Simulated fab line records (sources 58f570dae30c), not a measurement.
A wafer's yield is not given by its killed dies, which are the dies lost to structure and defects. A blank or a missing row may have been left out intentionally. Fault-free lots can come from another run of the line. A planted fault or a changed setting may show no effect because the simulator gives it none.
The tool behind it: which one? + flow berkeley-cmos170 + Sampling: 24 lots, 72 wafers, 5 of 331 route steps

## WHAT THE GAUGES SHOWED, per wafer
UCB170_CONTACT_OVL_MEAS_16. Usual: CONTACT_OVL 4 nm, standard deviation 5.5.
| lot  | measured     | on         | CONTACT_OVL (nm) | flag |
|------|--------------|------------|------------------|------|
| L074 | day 7 03:47  | overlay-01 | 10 9 3           |      |
| L076 | day 7 13:30  | overlay-01 | 9 15 13          |      |
| L075 | day 7 14:34  | overlay-02 | 17 14 12         |      |
| L079 | day 8 07:39  | overlay-01 | -1 3 -4          |      |
| L078 | day 8 07:54  | overlay-01 | 3 1 7            |      |
| L077 | day 8 07:52  | overlay-02 | 2 -2 -4          |      |
| L080 | day 8 08:00  | overlay-02 | 6 14 10          |      |
| L081 | day 8 08:14  | overlay-02 | 8 7 2            |      |
| L082 | day 8 20:40  | overlay-01 | 6 0 6            |      |
| L086 | day 9 08:39  | overlay-01 | 1 2 -1           |      |
| L083 | day 9 11:18  | overlay-01 | 0 5 8            |      |
| L084 | day 9 11:11  | overlay-01 | 5 4 6            |      |
| L085 | day 9 11:04  | overlay-02 | 8 -1 5           |      |
| L087 | day 9 17:24  | overlay-02 | 10 5 5           |      |
| L088 | day 10 00:18 | overlay-01 | 0 4 4            |      |
| L089 | day 10 01:56 | overlay-01 | 0 -2 5           |      |
| L091 | day 10 10:34 | overlay-02 | 8 8 13           |      |
| L094 | day 10 16:30 | overlay-01 | -3 6 1           |      |
| L092 | day 10 18:42 | overlay-01 | 9 7 10           |      |
| L090 | day 10 19:14 | overlay-02 | 9 12 15          |      |
| L093 | day 10 18:56 | overlay-01 | -4 -4 -10        |      |
| L095 | day 11 04:18 | overlay-01 | 3 2 2            |      |
| L096 | day 11 04:40 | overlay-01 | 3 3 6            |      |
| L097 | day 11 19:06 | overlay-01 | -4 -6 -4         |      |

UCB170_V2_THK_MEAS_04. Usual: V2_POLISHED_THK 999.9 nm, standard deviation 1.2.
| lot  | measured     | on            | V2_POLISHED_THK (nm) | flag |
|------|--------------|---------------|----------------------|------|
| L074 | day 7 16:36  | film-metro-03 | 998.3 998.0 998.0    |      |
| L076 | day 8 04:59  | film-metro-03 | 998.1 998.3 999.6    |      |
| L075 | day 8 05:06  | film-metro-02 | 998.9 1001.2 1002.5  |      |
| L079 | day 8 19:05  | film-metro-02 | 997.7 999.0 997.8    |      |
| L078 | day 8 22:22  | film-metro-01 | 996.8 1000.6 1000.5  |      |
| L077 | day 8 19:17  | film-metro-03 | 998.6 999.9 998.5    |      |
| L080 | day 8 22:59  | film-metro-02 | 1001.0 999.2 1001.9  |      |
| L081 | day 8 23:13  | film-metro-03 | 1000.2 997.9 999.5   |      |
| L082 | day 9 11:28  | film-metro-02 | 998.8 999.3 999.6    |      |
| L086 | day 10 01:06 | film-metro-01 | 1000.4 1001.6 1001.7 |      |
| L083 | day 10 03:26 | film-metro-01 | 999.5 1002.0 1000.9  |      |
| L084 | day 10 02:05 | film-metro-02 | 997.8 999.3 1000.6   |      |
| L085 | day 10 01:46 | film-metro-02 | 998.6 1000.9 1000.8  |      |
| L087 | day 10 07:41 | film-metro-01 | 999.8 1000.9 1000.7  |      |
| L088 | day 10 15:10 | film-metro-01 | 1001.2 1000.9 1001.5 |      |
| L089 | day 10 15:28 | film-metro-02 | 1001.5 999.6 999.8   |      |
| L091 | day 11 07:56 | film-metro-01 | 999.7 1000.1 999.9   |      |
| L094 | day 11 08:32 | film-metro-01 | 1001.8 1001.3 1000.4 |      |
| L092 | day 11 10:13 | film-metro-03 | 1000.6 1001.5 1002.1 |      |
| L090 | day 11 10:26 | film-metro-02 | 999.2 999.1 999.5    |      |
| L093 | day 11 09:43 | film-metro-03 | 999.0 999.9 998.8    |      |
| L095 | day 11 18:05 | film-metro-01 | 1000.0 999.9 1000.4  |      |
| L096 | day 11 18:31 | film-metro-02 | 998.6 1000.7 998.8   |      |
| L097 | day 12 05:51 | film-metro-03 | 1001.9 1000.7 1000.1 |      |

## WHICH TOOL RAN EACH LOT (tool, then ch and the chambers of the sampled wafers, then the start)
| lot  | UCB170_SDANNEAL_RTA_00           | UCB170_SILICIDE_SPUTTER_01   | UCB170_M1_STRIP_13                   |
|------|----------------------------------|------------------------------|--------------------------------------|
| L074 | rtp-anneal-02 ch 0, day 6 22:34  | pvd-sputter-04, day 6 23:14  | plasma-asher-01 ch 0,1, day 7 06:24  |
| L076 | rtp-anneal-02 ch 0, day 7 08:33  | pvd-sputter-02, day 7 09:13  | plasma-asher-03 ch 0,1, day 7 15:38  |
| L075 | rtp-anneal-01 ch 0, day 7 09:00  | pvd-sputter-04, day 7 09:40  | plasma-asher-01 ch 0,1, day 7 16:43  |
| L079 | rtp-anneal-02 ch 0, day 8 00:52  | pvd-sputter-02, day 8 01:32  | plasma-asher-01 ch 1, day 8 10:23    |
| L078 | rtp-anneal-01 ch 0, day 8 01:01  | pvd-sputter-01, day 8 01:41  | plasma-asher-01 ch 0,1, day 8 10:56  |
| L077 | rtp-anneal-02 ch 0, day 8 01:20  | pvd-sputter-04, day 8 02:01  | plasma-asher-03 ch 0,1, day 8 10:38  |
| L080 | rtp-anneal-01 ch 0, day 8 01:45  | pvd-sputter-02, day 8 02:24  | plasma-asher-02 ch 0,1, day 8 11:32  |
| L081 | rtp-anneal-01 ch 0, day 8 02:08  | pvd-sputter-01, day 8 02:49  | plasma-asher-02 ch 0,1, day 8 11:39  |
| L082 | rtp-anneal-02 ch 0, day 8 13:34  | pvd-sputter-04, day 8 14:14  | plasma-asher-03 ch 0,1, day 8 23:10  |
| L086 | rtp-anneal-01 ch 0, day 9 03:44  | pvd-sputter-02, day 9 04:25  | plasma-asher-03 ch 0,1, day 9 11:09  |
| L083 | rtp-anneal-02 ch 0, day 9 03:49  | pvd-sputter-01, day 9 04:30  | plasma-asher-03 ch 0,1, day 9 13:39  |
| L084 | rtp-anneal-01 ch 0, day 9 03:58  | pvd-sputter-04, day 9 04:37  | plasma-asher-01 ch 0,1, day 9 13:34  |
| L085 | rtp-anneal-02 ch 0, day 9 04:10  | pvd-sputter-02, day 9 04:59  | plasma-asher-03 ch 0,1, day 9 13:17  |
| L087 | rtp-anneal-01 ch 0, day 9 11:13  | pvd-sputter-04, day 9 11:53  | plasma-asher-01 ch 0,1, day 9 19:53  |
| L088 | rtp-anneal-02 ch 0, day 9 18:27  | pvd-sputter-04, day 9 19:07  | plasma-asher-02 ch 0,1, day 10 03:32 |
| L089 | rtp-anneal-01 ch 0, day 9 18:47  | pvd-sputter-01, day 9 19:27  | plasma-asher-02 ch 0,1, day 10 05:01 |
| L091 | rtp-anneal-02 ch 0, day 10 03:38 | pvd-sputter-01, day 10 04:17 | plasma-asher-01 ch 0,1, day 10 13:10 |
| L094 | rtp-anneal-02 ch 0, day 10 11:43 | pvd-sputter-01, day 10 12:23 | plasma-asher-02 ch 0,1, day 10 19:01 |
| L092 | rtp-anneal-02 ch 0, day 10 12:07 | pvd-sputter-02, day 10 12:46 | plasma-asher-03 ch 0,1, day 10 20:52 |
| L090 | rtp-anneal-02 ch 0, day 10 12:14 | pvd-sputter-04, day 10 12:53 | plasma-asher-01 ch 0,1, day 10 21:35 |
| L093 | rtp-anneal-02 ch 0, day 10 12:21 | pvd-sputter-01, day 10 13:01 | plasma-asher-02 ch 0,1, day 10 21:11 |
| L095 | rtp-anneal-02 ch 0, day 10 19:44 | pvd-sputter-04, day 10 20:24 | plasma-asher-02 ch 0,1, day 11 08:20 |
| L096 | rtp-anneal-01 ch 0, day 10 19:49 | pvd-sputter-01, day 10 20:30 | plasma-asher-01 ch 0,1, day 11 08:34 |
| L097 | rtp-anneal-01 ch 0, day 11 14:14 | pvd-sputter-04, day 11 14:54 | plasma-asher-02 ch 0,1, day 11 21:52 |
- UCB170_SDANNEAL_RTA_00: time 10 s.
- UCB170_SILICIDE_SPUTTER_01: material Ti, target thk 30 nm, time 25 s.
- UCB170_M1_STRIP_13: strips in O2.

## WHAT THE TOOLS THEMSELVES READ (means of the sampled wafers that have a number; where no wafer has one, the mark that the record gives instead)
UCB170_SDANNEAL_RTA_00. Usual: lamp-power-pct 25.2 %, standard deviation 1.4; wafer_temp_C_max 905.9, standard deviation 1.9.
| lot  | tool          | lamp-power-pct (%) | wafer_temp_C_max | flag |
|------|---------------|--------------------|------------------|------|
| L074 | rtp-anneal-02 | 26.4               | 908.7            |      |
| L076 | rtp-anneal-02 | 26.4               | 906.7            |      |
| L075 | rtp-anneal-01 | 23.6               | 904.1            |      |
| L079 | rtp-anneal-02 | 26.4               | 906.6            |      |
| L078 | rtp-anneal-01 | 23.6               | 903.5            |      |
| L077 | rtp-anneal-02 | 26.4               | 907.4            |      |
| L080 | rtp-anneal-01 | 23.6               | 904.1            |      |
| L081 | rtp-anneal-01 | 23.6               | 903.6            |      |
| L082 | rtp-anneal-02 | 26.4               | 907.3            |      |
| L086 | rtp-anneal-01 | 23.6               | 904.0            |      |
| L083 | rtp-anneal-02 | 26.4               | 906.7            |      |
| L084 | rtp-anneal-01 | 23.6               | 903.8            |      |
| L085 | rtp-anneal-02 | 26.4               | 908.5            |      |
| L087 | rtp-anneal-01 | 23.6               | 903.8            |      |
| L088 | rtp-anneal-02 | 26.4               | 907.0            |      |
| L089 | rtp-anneal-01 | 23.7               | 903.5            |      |
| L091 | rtp-anneal-02 | 26.4               | 907.6            |      |
| L094 | rtp-anneal-02 | 26.4               | 906.6            |      |
| L092 | rtp-anneal-02 | 26.4               | 907.0            |      |
| L090 | rtp-anneal-02 | 26.4               | 907.0            |      |
| L093 | rtp-anneal-02 | 26.4               | 907.9            |      |
| L095 | rtp-anneal-02 | 26.4               | 907.8            |      |
| L096 | rtp-anneal-01 | 23.6               | 904.6            |      |
| L097 | rtp-anneal-01 | 23.6               | 904.2            |      |

UCB170_SILICIDE_SPUTTER_01. Usual: throttle-valve-pct reads 30.2 % (standard deviation 1.2).
| lot  | tool           | throttle-valve-pct (%) | flag |
|------|----------------|------------------------|------|
| L074 | pvd-sputter-04 | 30.7                   |      |
| L076 | pvd-sputter-02 | 30.5                   |      |
| L075 | pvd-sputter-04 | 30.8                   |      |
| L079 | pvd-sputter-02 | 30.6                   |      |
| L078 | pvd-sputter-01 | 30.9                   |      |
| L077 | pvd-sputter-04 | 29.5                   |      |
| L080 | pvd-sputter-02 | 30.2                   |      |
| L081 | pvd-sputter-01 | 30.2                   |      |
| L082 | pvd-sputter-04 | 29.7                   |      |
| L086 | pvd-sputter-02 | 30.7                   |      |
| L083 | pvd-sputter-01 | 30.0                   |      |
| L084 | pvd-sputter-04 | 29.3                   |      |
| L085 | pvd-sputter-02 | 30.3                   |      |
| L087 | pvd-sputter-04 | 31.1                   |      |
| L088 | pvd-sputter-04 | 29.3                   |      |
| L089 | pvd-sputter-01 | 30.1                   |      |
| L091 | pvd-sputter-01 | 30.2                   |      |
| L094 | pvd-sputter-01 | 29.2                   |      |
| L092 | pvd-sputter-02 | 30.8                   |      |
| L090 | pvd-sputter-04 | 29.5                   |      |
| L093 | pvd-sputter-01 | 29.7                   |      |
| L095 | pvd-sputter-04 | 29.8                   |      |
| L096 | pvd-sputter-01 | 30.6                   |      |
| L097 | pvd-sputter-04 | 30.3                   |      |

UCB170_M1_STRIP_13. Usual: drypump-motor-current-A 5.7 A, standard deviation 0.7; oes-product-au 0.720 a.u., standard deviation 0.0042.
| lot  | tool            | drypump-motor-current-A (A) | oes-product-au (a.u.) | flag |
|------|-----------------|-----------------------------|-----------------------|------|
| L074 | plasma-asher-01 | 4.9                         | 0.723                 |      |
| L076 | plasma-asher-03 | 6.4                         | 0.724                 |      |
| L075 | plasma-asher-01 | 4.8                         | 0.721                 |      |
| L079 | plasma-asher-01 | 4.8                         | 0.718                 |      |
| L078 | plasma-asher-01 | 4.9                         | 0.721                 |      |
| L077 | plasma-asher-03 | 6.2                         | 0.721                 |      |
| L080 | plasma-asher-02 | 5.8                         | 0.723                 |      |
| L081 | plasma-asher-02 | 5.8                         | 0.720                 |      |
| L082 | plasma-asher-03 | 6.2                         | 0.720                 |      |
| L086 | plasma-asher-03 | 6.4                         | 0.720                 |      |
| L083 | plasma-asher-03 | 6.1                         | 0.718                 |      |
| L084 | plasma-asher-01 | 4.9                         | 0.720                 |      |
| L085 | plasma-asher-03 | 6.2                         | 0.723                 |      |
| L087 | plasma-asher-01 | 4.8                         | 0.716                 |      |
| L088 | plasma-asher-02 | 6.1                         | 0.718                 |      |
| L089 | plasma-asher-02 | 5.8                         | 0.722                 |      |
| L091 | plasma-asher-01 | 4.8                         | 0.720                 |      |
| L094 | plasma-asher-02 | 5.8                         | 0.722                 |      |
| L092 | plasma-asher-03 | 6.4                         | 0.721                 |      |
| L090 | plasma-asher-01 | 4.8                         | 0.721                 |      |
| L093 | plasma-asher-02 | 6.1                         | 0.719                 |      |
| L095 | plasma-asher-02 | 6.2                         | 0.720                 |      |
| L096 | plasma-asher-01 | 4.9                         | 0.716                 |      |
| L097 | plasma-asher-02 | 5.8                         | 0.719                 |      |

## THE ANSWER, worked out from the rows above alone
Rule: a lot is off if the mean of its wafers that have a number lies more than 3 standard deviations from the usual mean. A lot without any number at a reading at which 4 lots or more have one is off too. The other lots that the step has rows for count as sound. Order of review: gauges by route order, followed by the tools' own readings, for which a lot's mean as printed above is used. At the first step where some lot is off, the reading lying furthest off is the one used; lots without a number count as furthest.
Across all readings shown, no lot is off: no conclusion can be drawn from this.

## WHAT THE SIMULATOR HAD PUT IN
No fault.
